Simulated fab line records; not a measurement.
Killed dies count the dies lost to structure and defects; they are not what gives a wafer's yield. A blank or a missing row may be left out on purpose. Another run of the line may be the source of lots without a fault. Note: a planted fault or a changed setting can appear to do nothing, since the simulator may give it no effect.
Which tool was responsible? -- flow berkeleyCmos170 -- 14 lots, 42 wafers sampled, at 3 steps of a route of 331

== WHAT EACH GAUGE READ, for each wafer ==
UCB170_M3_CD_MEAS_90: target cd 700 nm.
lot,measured,on,cdNm (nm)
L339,day 7 20:48,cdSem-02,702 703 698
L338,day 7 20:50,cdSem-01,699 698 700
L340,day 7 21:54,cdSem-01,704 704 704
L343,day 8 19:49,cdSem-02,701 702 701
L345,day 9 06:41,cdSem-02,703 700 694
L344,day 9 06:47,cdSem-01,700 696 699
L348,day 10 08:26,cdSem-01,698 696 683
L351,day 10 12:41,cdSem-01,696 685 699
L354,day 10 18:59,cdSem-01,702 704 702
L352,day 10 19:20,cdSem-01,695 700 694
L356,day 11 04:40,cdSem-01,697 703 697
L357,day 12 06:58,cdSem-02,697 701 698
L359,day 12 07:58,cdSem-01,694 698 696
L361,day 12 11:41,cdSem-02,703 704 701

== TOOL THAT RAN EACH LOT (tool first, then ch and the chambers of the sampled wafers, then the start) ==
lot,UCB170_M3_METAL_ETCH_18,UCB170_M3_STRIP_19
L339,"rieMetal-04 ch 0,1, day 7 20:31","plasmaAsher-04 ch 0,1, day 7 20:41"
L338,"rieMetal-03 ch 0,1, day 7 20:33","plasmaAsher-02 ch 0,1, day 7 20:44"
L340,"rieMetal-01 ch 1, day 7 21:18","plasmaAsher-03 ch 0,1, day 7 21:48"
L343,"rieMetal-01 ch 0, day 8 19:30","plasmaAsher-04 ch 0,1, day 8 19:41"
L345,"rieMetal-03 ch 0,1, day 9 06:22","plasmaAsher-04 ch 0,1, day 9 06:34"
L344,"rieMetal-04 ch 0,1, day 9 06:29","plasmaAsher-02 ch 0,1, day 9 06:40"
L348,"rieMetal-04 ch 0,1, day 10 08:08","plasmaAsher-04 ch 0,1, day 10 08:19"
L351,"rieMetal-04 ch 0,1, day 10 12:23","plasmaAsher-04 ch 0,1, day 10 12:34"
L354,"rieMetal-01 ch 1, day 10 18:41","plasmaAsher-02 ch 0, day 10 18:53"
L352,"rieMetal-03 ch 0,1, day 10 19:03","plasmaAsher-03 ch 0,1, day 10 19:14"
L356,"rieMetal-03 ch 0,1, day 11 04:22","plasmaAsher-03 ch 1, day 11 04:33"
L357,"rieMetal-03 ch 0,1, day 12 06:41","plasmaAsher-04 ch 0,1, day 12 06:52"
L359,"rieMetal-03 ch 0,1, day 12 07:41","plasmaAsher-03 ch 0,1, day 12 07:52"
L361,"rieMetal-01 ch 0,1, day 12 11:23","plasmaAsher-04 ch 0,1, day 12 11:34"
- UCB170_M3_METAL_ETCH_18: etches Al in Cl2/BCl3, stops on SiO2, target depth 1170 nm, time 195 s.
- UCB170_M3_STRIP_19: strips in O2.

== WHAT THE TOOLS THEMSELVES READ (means of the sampled wafers that have a number; where no wafer has one, the mark that the record gives instead) ==
UCB170_M3_METAL_ETCH_18.
lot,tool,drypumpMotorCurrentA (A),oesProductAu (a.u.),rfFwdPowerW (W),throttleValvePct (%)
L339,rieMetal-04,6.0,0.867,599.6,24.37
L338,rieMetal-03,5.5,0.839,598.0,24.40
L340,rieMetal-01,6.3,0.858,597.8,24.33
L343,rieMetal-01,5.8,0.839,596.1,24.69
L345,rieMetal-03,5.5,0.850,598.5,24.40
L344,rieMetal-04,6.1,0.870,598.2,24.37
L348,rieMetal-04,6.0,0.854,677.0,24.41
L351,rieMetal-04,6.0,0.857,679.5,24.40
L354,rieMetal-01,6.3,0.855,594.2,24.34
L352,rieMetal-03,5.7,0.847,597.3,24.42
L356,rieMetal-03,5.7,0.852,598.0,24.42
L357,rieMetal-03,5.7,0.852,599.1,24.42
L359,rieMetal-03,5.7,0.844,597.6,24.42
L361,rieMetal-01,6.0,0.847,595.9,24.56

UCB170_M3_STRIP_19.
lot,tool,drypumpMotorCurrentA (A),oesProductAu (a.u.)
L339,plasmaAsher-04,5.9,0.550
L338,plasmaAsher-02,5.8,0.551
L340,plasmaAsher-03,5.3,0.538
L343,plasmaAsher-04,5.8,0.529
L345,plasmaAsher-04,5.8,0.543
L344,plasmaAsher-02,6.0,0.549
L348,plasmaAsher-04,6.0,0.449
L351,plasmaAsher-04,5.9,0.452
L354,plasmaAsher-02,6.2,0.538
L352,plasmaAsher-03,5.3,0.544
L356,plasmaAsher-03,5.5,0.546
L357,plasmaAsher-04,6.0,0.549
L359,plasmaAsher-03,5.3,0.543
L361,plasmaAsher-04,6.0,0.549

== THE ANSWER, worked out from the rows above alone ==
Rule: the lots themselves supply what counts as usual. The widest of any qualifying gaps counts: lots, ordered by their means at a reading, are off when they make up no more than a third of the lots, leave a main group of 4 or more, and stand apart from it by 3 or more times the standard deviation of that group's means. If all means in a main group match to the digits the tables above print for the reading, that group is not used. Also off: a lot with no number at a reading for which 4 or more lots have one. Where the step has rows for the other lots, those lots are counted as sound. After the gauges, taken in route order, come the tools' own readings; for these a lot's mean is taken, as printed above. At the first step where some lot is off, the reading lying furthest off is the one used; lots without a number count as furthest.
Off, at UCB170_M3_METAL_ETCH_18 on rfFwdPowerW: L348, L351. Mean 597.5 W and standard deviation 1.4 in the main group.
If a tool, at that step or one of the process steps before it, ran each lot that is off and ran no sound lot following the first of them, it fits. One fits: UCB170_M3_METAL_ETCH_18 on rieMetal-04. Its last sound lot is L344 (day 9 06:29), its first lot that is off L348 (day 10 08:08): a fault that began between those two fits.
On the lots that are off, the tool's own readings at UCB170_M3_METAL_ETCH_18 differ by more than 5 times the standard deviation of the sound lots' means, which bears it out; rfFwdPowerW reads 678.2 W there versus 597.5 W on the sound lots.

== WHAT WAS PUT IN BY THE SIMULATOR ==
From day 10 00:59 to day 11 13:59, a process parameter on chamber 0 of rieMetal-04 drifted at UCB170_M3_METAL_ETCH_18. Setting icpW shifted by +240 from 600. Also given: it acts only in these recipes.
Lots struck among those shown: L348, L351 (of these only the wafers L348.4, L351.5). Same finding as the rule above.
